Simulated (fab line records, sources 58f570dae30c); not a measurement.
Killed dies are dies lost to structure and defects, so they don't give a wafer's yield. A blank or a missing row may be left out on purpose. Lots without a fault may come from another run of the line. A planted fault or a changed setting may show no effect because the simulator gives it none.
A struck lot beside a sound one | flow berkeley_cmos170 | 28 steps out of a route of 331
Sound: wafers L885.1, L885.2, L885.5. Struck: wafers L892.2, L892.3, L892.6. The cause comes at the end.
At each step with rows: each side's tool, then ch and its chambers, then its first start. Under that, the readings that differ: sound wafers | struck wafers | difference of the means | sigmas: that difference in standard deviations of wafers without a fault.
alike: readings whose means differ by less than 2 such deviations, and words and numbers that are the same on both sides. not compared: withheld readings, readings that some wafer has no value for, bounds like >300 that may hide the same value, and numbers for which the record gives no deviation and whose values overlap.
The two part at a step that has a row with sigmas, a row that says differs or no value, or rows on one side only. Numbers that don't overlap but have no deviation are shown without sigmas and don't part them. A reading that every wafer of one side lacks parts them only if that side has two wafers or more.

first, 5 steps without rows for these wafers: UCB170_M1_COAT_04 (resist thk 900 nm); UCB170_M1_SOFTBAKE_05 (time 60 s); UCB170_M1_EXPOSE_06 (exposes mask METAL1, target cd 700 nm); UCB170_M1_PEB_07; UCB170_M1_DEVELOP_08 (develop time 45 s).
UCB170_M1_CD_MEAS_09: target cd 700 nm.
  sound on cd_sem-01, day 8 03:34; struck on cd_sem-01, day 9 22:04
  alike: cd_nm
UCB170_M1_OVL_MEAS_10:
  sound on overlay-02, day 8 03:41; struck on overlay-01, day 9 22:10
  alike: M1_OVL
UCB170_M1_ETCH_11: etches BARC in N2/H2.
  sound on rie_diel-02 ch 0,2, day 8 03:43; struck on rie_diel-02 ch 0,1,2, day 9 22:12
  alike: chamber_pressure_mTorr, drypump_motor_current_A, oes_product_au, throttle_valve_pct
UCB170_M1_METAL_ETCH_12: etches Al in Cl2/BCl3, stops on PSG, target depth 780 nm, time 130 s.
  sound on rie_metal-01 ch 0,1, day 8 03:46; struck on rie_metal-01 ch 0,1, day 9 22:14
  alike: chamber_pressure_mTorr, drypump_motor_current_A, oes_product_au, throttle_valve_pct
  not compared: rf_hours_counter_h
UCB170_M1_STRIP_13: strips in O2.
  sound on plasma_asher-04 ch 0,1, day 8 03:54; struck on plasma_asher-02 ch 0, day 9 22:22
  alike: chamber_pressure_mTorr, drypump_motor_current_A, oes_product_au
  not compared: rf_hours_counter_h
UCB170_M1_CD_MEAS_90: target cd 700 nm.
  sound on cd_sem-01, day 8 04:00; struck on cd_sem-02, day 9 22:29
  alike: cd_nm
then, 1 step without rows for these wafers: UCB170_M1_ANNEAL_14 (time 1200 s).
UCB170_V1_CVD_00: deposits SiO2 from TEOS/O2, target thk 2000 nm, time 250 s.
  sound on pecvd-04 ch 0,1, day 8 10:10; struck on pecvd-04 ch 0,1, day 10 00:37
  alike: heater_power_w
UCB170_V1_THK_MEAS_01:
  sound on film_metro-03, day 8 10:19; struck on film_metro-04, day 10 00:47
  reading          | sound          | struck         | difference | sigmas
  V1_TEOS_THK (nm) | 1933 1965 2019 | 1515 1535 1578 | -430       | -17
then, 1 step without rows for these wafers: UCB170_V1_CMP_02 (polishes SiO2).
UCB170_V1_BOW_MEAS_03:
  sound on film_metro-04, day 8 10:41; struck on film_metro-04, day 10 01:27
  alike: V1_BOW
UCB170_V1_THK_MEAS_04:
  sound on film_metro-04, day 8 10:48; struck on film_metro-04, day 10 01:34
  reading              | sound                | struck            | difference | sigmas
  V1_POLISHED_THK (nm) | 1000.5 1001.3 1000.9 | 563.2 561.7 557.7 | -440.0     | -99 or more
then, 5 steps without rows for these wafers: UCB170_V1_CLEAN_05 (cleans in DIW); UCB170_V1_HMDS_06 (prime time 60 s); UCB170_V1_COAT_07 (resist thk 900 nm); UCB170_V1_SOFTBAKE_08 (time 60 s); UCB170_V1_EXPOSE_09 (exposes mask VIA1, target cd 700 nm).
UCB170_V1_PEB_10:
  sound on litho_track-03 ch 0, day 8 11:43; struck on litho_track-02 ch 0, day 10 03:08
  alike: plate_sensor_t_centre_C, plate_sensor_t_edge_C, resist_line_temp_C
then, 1 step without rows for these wafers: UCB170_V1_DEVELOP_11 (develop time 45 s).
UCB170_V1_CD_MEAS_12: target cd 700 nm.
  sound on cd_sem-02, day 8 12:00; struck on cd_sem-02, day 10 03:24
  alike: cd_nm
UCB170_V1_OVL_MEAS_13:
  sound on overlay-01, day 8 12:07; struck on overlay-01, day 10 03:31
  alike: V1_OVL
UCB170_V1_ETCH_14: etches SiO2 in CHF3/CF4/Ar, stops on Al, target depth 1250 nm, time 291 s.
  sound on rie_diel-01 ch 0,2,3, day 8 12:10; struck on rie_diel-01 ch 2,3, day 10 03:32
  reading               | sound             | struck            | difference | sigmas
  oes_product_au (a.u.) | 0.865 0.877 0.880 | 0.686 0.685 0.679 | -0.191     | -21
  alike: CHF3_flow_sccm, chamber_pressure_mTorr, drypump_motor_current_A, throttle_valve_pct
  not compared: rf_hours_counter_h
UCB170_V1_STRIP_15: strips in O2.
  sound on plasma_asher-01 ch 0,1, day 8 12:20; struck on plasma_asher-02 ch 0,1, day 10 03:43
  alike: chamber_pressure_mTorr, drypump_motor_current_A, oes_product_au, strip_time_to_endpoint_s
  not compared: rf_hours_counter_h

WHERE THEY PART
First at UCB170_V1_THK_MEAS_01; last, within this record, at UCB170_V1_ETCH_14. Later steps at which nothing parts them and some readings are alike: UCB170_V1_STRIP_15.

WHY: what the simulator had put in
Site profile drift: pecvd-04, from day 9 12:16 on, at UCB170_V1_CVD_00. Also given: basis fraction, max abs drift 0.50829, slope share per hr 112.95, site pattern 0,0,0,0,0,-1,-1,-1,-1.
